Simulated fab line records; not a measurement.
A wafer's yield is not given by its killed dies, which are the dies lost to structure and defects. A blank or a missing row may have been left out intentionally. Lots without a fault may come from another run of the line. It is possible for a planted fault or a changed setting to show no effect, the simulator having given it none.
Lot-split experiment	flow berkeley-cmos170	19 wafers read from 5 lots, route of 331 steps

== SPLIT DETAILS ==
At UCB170_M3_COAT_10 (resist thk 900 nm), the setting spin-rpm was moved away from the recipe's 1500 rpm on 4 of the 19 wafers read, by -5.3% to +5.5%. This setting was run at the recipe's value on the other wafers.

The reading comes from the split's own step.

== THE READING ==
KrF_of_M3_COAT_10.thk-nm (the simulator's own value, which no gauge read), in nm, at UCB170_M3_COAT_10 (resist thk 900 nm). No usual value for it is given in the file. Across the 15 wafers here that went through the recipe, the average is 897.6 nm and the standard deviation 2.5 nm.

wafer	tool, chamber at the split	spin-rpm as run, rpm	against the recipe	KrF_of_M3_COAT_10.thk-nm, nm	against lot-mates on the recipe
L078.1	litho-track-04, 0	1500	recipe	899.6	-
L078.4	litho-track-04, 0	1500	recipe	901	-
L078.6	litho-track-04, 0	1582	+5.5%	875.5	-24.8
L077.3	litho-track-01, 0	1500	recipe	898.2	-
L077.4	litho-track-01, 0	1500	recipe	896.9	-
L077.6	litho-track-01, 0	1500	recipe	900.7	-
L081.1	litho-track-04, 0	1500	recipe	895.6	-
L081.2	litho-track-04, 0	1500	recipe	895.2	-
L081.4	litho-track-04, 0	1500	recipe	895.4	-
L081.5	litho-track-04, 0	1500	recipe	892.4	-
L081.6	litho-track-04, 0	1500	recipe	897.2	-
L082.2	litho-track-04, 0	1500	recipe	902.3	-
L082.3	litho-track-04, 0	1539	+2.6%	888.7	-10.7
L082.4	litho-track-04, 0	1500	recipe	896.5	-
L082.5	litho-track-04, 0	1539	+2.6%	887.5	-11.9
L082.6	litho-track-04, 0	1500	recipe	899.4	-
L080.3	litho-track-03, 0	1500	recipe	898.1	-
L080.5	litho-track-03, 0	1420	-5.3%	921.6	+24.4
L080.6	litho-track-03, 0	1500	recipe	896.2	-

FIT RESULTS
A straight line over all 19 wafers: KrF_of_M3_COAT_10.thk-nm changes by -4.17 nm for each +1% of spin-rpm; r = -0.96; the points scatter about the line by 2.5 nm.
The same after taking each lot's own level away (the mean of its wafers on the recipe; 19 wafers): -4.52 nm for each +1%; r = -0.99; scatter 1.5 nm.
That fit puts the effect of the largest move of spin-rpm on the reading at 25 nm.
The lots' own levels span 895.16 to 900.30 nm, that is 2.0 times the standard deviation above.
So the lot-to-lot level changes the slope little: the two slopes agree.
Check: -24.6 nm against its lot-mates is what the line predicts for one of the wafers moved furthest among these (+5.5%) when that wafer is left out of the fit. Against them it came out at -24.8 nm.

== FILE'S OWN FIT ==
KrF_of_M3_COAT_10.thk-nm changes by -4.52 nm for each +1% of spin-rpm, r = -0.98.
